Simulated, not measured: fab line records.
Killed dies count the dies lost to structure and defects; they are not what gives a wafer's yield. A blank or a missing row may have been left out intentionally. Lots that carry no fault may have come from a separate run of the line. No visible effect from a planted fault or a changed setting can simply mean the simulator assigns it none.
Which tool was responsible? | flow berkeley cmos170 | Sampling: 14 lots, 42 wafers, 4 of 331 route steps

## WHAT EACH GAUGE READ, for each wafer
UCB170_NSD_TW_MEAS_10.
lot  | measured     | on            | NSD_TW
L422 | day 7 17:50  | film metro-04 | 4149 4129 4141
L424 | day 8 04:34  | film metro-02 | 4214 4220 4226
L423 | day 8 04:43  | film metro-02 | 4218 4220 4209
L427 | day 8 20:25  | film metro-01 | 4192 4180 4205
L425 | day 8 20:52  | film metro-04 | 4161 4173 4159
L428 | day 9 03:44  | film metro-01 | 4321 4305 4314
L430 | day 9 19:26  | film metro-04 | 4148 4132 4126
L431 | day 10 07:37 | film metro-04 | 4276 4270 4256
L436 | day 10 13:07 | film metro-02 | 4187 4159 4186
L437 | day 11 06:43 | film metro-01 | 4228 4216 4226
L439 | day 11 14:23 | film metro-01 | 4237 4241 4233
L440 | day 11 15:05 | film metro-02 | 4227 4190 4217
L442 | day 11 22:01 | film metro-02 | 4225 4211 4206
L445 | day 12 21:36 | film metro-01 | 4194 4208 4223

UCB170_SDANNEAL_RS_MEAS_03: uses a four-point probe to measure.
lot  | measured     | on            | NSD_RS (ohm/sq)
L422 | day 7 19:09  | film metro-02 | 37.23 37.25 37.28
L424 | day 8 05:57  | film metro-04 | 37.16 37.16 37.19
L423 | day 8 05:57  | film metro-01 | 37.23 37.22 37.27
L427 | day 8 21:49  | film metro-01 | 37.28 37.32 37.26
L425 | day 8 22:07  | film metro-02 | 37.31 37.35 37.33
L428 | day 9 04:56  | film metro-02 | 33.08 33.13 33.00
L430 | day 9 21:07  | film metro-02 | 37.32 37.26 37.33
L431 | day 10 08:49 | film metro-04 | 33.07 32.98 32.91
L436 | day 10 17:26 | film metro-04 | 37.23 37.17 37.16
L437 | day 11 08:20 | film metro-01 | 37.25 37.28 37.27
L439 | day 11 15:47 | film metro-04 | 37.19 37.30 37.26
L440 | day 11 16:31 | film metro-04 | 37.12 37.07 37.26
L442 | day 11 23:28 | film metro-02 | 37.14 37.21 37.17
L445 | day 12 22:50 | film metro-02 | 37.21 37.21 37.25

## WHAT TOOL EACH LOT RAN ON (gives the tool, then ch and the chambers of the sampled wafers, and finally the start)
lot  | UCB170_NSD_IMPLANT_08           | UCB170_NSD_STRIP_09
L422 | implanter-01 ch 0, day 7 17:36  | plasma asher-03 ch 0,1, day 7 17:43
L424 | implanter-03 ch 0, day 8 04:19  | plasma asher-04 ch 0,1, day 8 04:28
L423 | implanter-01 ch 0, day 8 04:29  | plasma asher-02 ch 0,1, day 8 04:37
L427 | implanter-03 ch 0, day 8 20:10  | plasma asher-03 ch 0,1, day 8 20:19
L425 | implanter-01 ch 0, day 8 20:38  | plasma asher-02 ch 0,1, day 8 20:46
L428 | implanter-03 ch 0, day 9 03:29  | plasma asher-04 ch 0,1, day 9 03:38
L430 | implanter-02 ch 0, day 9 19:11  | plasma asher-04 ch 0,1, day 9 19:19
L431 | implanter-03 ch 0, day 10 07:22 | plasma asher-04 ch 0,1, day 10 07:30
L436 | implanter-01 ch 0, day 10 12:52 | plasma asher-03 ch 0,1, day 10 13:01
L437 | implanter-02 ch 0, day 11 06:28 | plasma asher-03 ch 0,1, day 11 06:37
L439 | implanter-01 ch 0, day 11 14:08 | plasma asher-03 ch 0,1, day 11 14:16
L440 | implanter-02 ch 0, day 11 14:52 | plasma asher-03 ch 0,1, day 11 14:59
L442 | implanter-02 ch 0, day 11 21:46 | plasma asher-03 ch 0,1, day 11 21:55
L445 | implanter-01 ch 0, day 12 21:21 | plasma asher-03 ch 0,1, day 12 21:30
- UCB170_NSD_IMPLANT_08
- UCB170_NSD_STRIP_09: strips in O2.

## AS READ BY THE TOOLS THEMSELVES (means over the sampled wafers that have a number; for cases with no such wafer, the mark the record gives instead)
UCB170_NSD_IMPLANT_08.
lot  | tool         | beam on s (s) | end station pressure torr (Torr) | faraday current uA
L422 | implanter-01 | 9.91          | 1.29e-05                         | 9332
L424 | implanter-03 | 9.97          | 1.27e-05                         | 9290
L423 | implanter-01 | 9.95          | 1.26e-05                         | 9311
L427 | implanter-03 | 10.19         | 1.29e-05                         | 9086
L425 | implanter-01 | 9.97          | 1.29e-05                         | 9275
L428 | implanter-03 | 13.55         | 1.01e-04                         | 7115
L430 | implanter-02 | 10.19         | 1.23e-05                         | 9117
L431 | implanter-03 | 13.30         | 9.97e-05                         | 7232
L436 | implanter-01 | 10.13         | 1.31e-05                         | 9147
L437 | implanter-02 | 10.03         | 1.23e-05                         | 9231
L439 | implanter-01 | 9.93          | 1.24e-05                         | 9327
L440 | implanter-02 | 9.98          | 1.28e-05                         | 9262
L442 | implanter-02 | 10.33         | 1.26e-05                         | 8952
L445 | implanter-01 | 10.12         | 1.25e-05                         | 9151

UCB170_NSD_STRIP_09.
lot  | tool            | drypump motor current A (A) | oes product au (a.u.) | strip time to endpoint s (s)
L422 | plasma asher-03 | 5.1                         | 0.532                 | 36.03
L424 | plasma asher-04 | 5.9                         | 0.532                 | 35.93
L423 | plasma asher-02 | 6.0                         | 0.535                 | 35.96
L427 | plasma asher-03 | 4.9                         | 0.532                 | 35.93
L425 | plasma asher-02 | 6.2                         | 0.536                 | 36.01
L428 | plasma asher-04 | 5.9                         | 0.508                 | 39.06
L430 | plasma asher-04 | 6.1                         | 0.539                 | 35.91
L431 | plasma asher-04 | 5.9                         | 0.511                 | 39.11
L436 | plasma asher-03 | 5.1                         | 0.536                 | 36.01
L437 | plasma asher-03 | 4.9                         | 0.538                 | 35.92
L439 | plasma asher-03 | 4.9                         | 0.539                 | 36.03
L440 | plasma asher-03 | 5.0                         | 0.536                 | 35.94
L442 | plasma asher-03 | 5.1                         | 0.533                 | 36.01
L445 | plasma asher-03 | 5.1                         | 0.535                 | 36.04

## THE ANSWER, worked out from the rows above alone
Rule: the lots themselves supply what counts as usual. Put in order of their means at a reading, lots are off if they are a third of the lots or fewer, leave a main group of 4 or more, and stand apart from it by a gap of 3 or more times the standard deviation of the main group's means; of several such gaps the widest counts. Not used: any main group whose means are identical at the precision the tables above print for the reading. A lot without any number at a reading at which 4 lots or more have one is off too. Any other lot the step has rows for is counted as sound. After the gauges, taken in route order, come the tools' own readings; for these a lot's mean is taken, as printed above. At the first step where some lot is off, the reading lying furthest off is the one used; lots without a number count as furthest.
Off: L428, L431, at UCB170_SDANNEAL_RS_MEAS_03 (NSD_RS). Main group: mean 37.24 ohm/sq, sd 0.055.
A tool fits if, at a process step before that reading, it ran every lot that is off, and no sound lot after the first of them. Not tried: the gauges at UCB170_SDANNEAL_RS_MEAS_03; whatever is off there is also off at UCB170_NSD_IMPLANT_08, on other tools, and gauge error can't account for it. One candidate fits, namely implanter-03 at UCB170_NSD_IMPLANT_08. A fault onset in the window from L427 (day 8 20:10, its last sound lot) to L428 (day 9 03:29, its first lot off) fits.
The tool's own readings at UCB170_NSD_IMPLANT_08 bear it out: on the lots that are off they differ by more than 5 times the standard deviation of the sound lots' means. beam on s reads 13.43 s there against 10.06 s on the sound lots; end station pressure torr reads 1.00e-04 Torr there against 1.27e-05 Torr on the sound lots; faraday current uA reads 7174 there against 9207 on the sound lots.

## WHAT HAD BEEN PUT IN BY THE SIMULATOR
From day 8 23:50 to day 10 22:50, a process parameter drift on implanter-03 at UCB170_NSD_IMPLANT_08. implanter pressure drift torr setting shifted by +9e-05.
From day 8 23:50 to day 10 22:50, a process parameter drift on implanter-03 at UCB170_NSD_IMPLANT_08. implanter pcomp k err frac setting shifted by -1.
Lots struck among those shown: L428, L431. The rule given above showed the same thing.
